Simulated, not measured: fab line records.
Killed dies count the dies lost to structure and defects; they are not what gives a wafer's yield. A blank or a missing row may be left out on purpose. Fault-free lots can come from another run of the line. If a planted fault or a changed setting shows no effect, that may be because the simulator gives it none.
What tool caused it? :: flow rit cmos :: Sampling: 6 lots, 18 wafers, 2 of 202 route steps

WHAT EACH GAUGE READ, for each wafer
RIT_M1_RS_MEAS_01: measurement is done with a four-point probe.
lot: L256
measured: day 3 22:04
on: film metro-04
M1_AL_RS (ohm/sq): 0.0724 0.0730 0.0714

lot: L258
measured: day 4 05:50
on: film metro-02
M1_AL_RS (ohm/sq): 0.0734 0.0721 0.0715

lot: L261
measured: day 4 19:35
on: film metro-03
M1_AL_RS (ohm/sq): 0.0732 0.0744 0.0746

lot: L263
measured: day 5 12:46
on: film metro-02
M1_AL_RS (ohm/sq): 0.0732 0.0740 0.0736

lot: L266
measured: day 6 00:29
on: film metro-04
M1_AL_RS (ohm/sq): 0.0725 0.0730 0.0720

lot: L269
measured: day 6 09:50
on: film metro-03
M1_AL_RS (ohm/sq): 0.0726 0.0729 0.0739

EACH LOT AND THE TOOL THAT RAN IT (in order: tool; ch and the chambers of the sampled wafers; start)
lot: L256
RIT_M1_SPUTTER_00: pvd sputter-01, day 3 21:46

lot: L258
RIT_M1_SPUTTER_00: pvd sputter-01, day 4 05:30

lot: L261
RIT_M1_SPUTTER_00: pvd sputter-02, day 4 19:14

lot: L263
RIT_M1_SPUTTER_00: pvd sputter-02, day 5 12:29

lot: L266
RIT_M1_SPUTTER_00: pvd sputter-01, day 6 00:12

lot: L269
RIT_M1_SPUTTER_00: pvd sputter-02, day 6 09:33
- RIT_M1_SPUTTER_00: material Al, target thk 400 nm, time 500 s.

THE ANSWER, worked out from the rows above alone
Rule: what is usual is taken from the lots themselves. The widest of any qualifying gaps counts: lots, ordered by their means at a reading, are off when they make up no more than a third of the lots, leave a main group of 4 or more, and stand apart from it by 3 or more times the standard deviation of that group's means. Not used: any main group whose means are identical at the precision the tables above print for the reading. A lot without any number at a reading at which 4 lots or more have one is off too. The other lots that the step has rows for count as sound.
Across all readings shown, no lot is off: no conclusion can be drawn from this.

WHAT THE SIMULATOR HAD INSERTED
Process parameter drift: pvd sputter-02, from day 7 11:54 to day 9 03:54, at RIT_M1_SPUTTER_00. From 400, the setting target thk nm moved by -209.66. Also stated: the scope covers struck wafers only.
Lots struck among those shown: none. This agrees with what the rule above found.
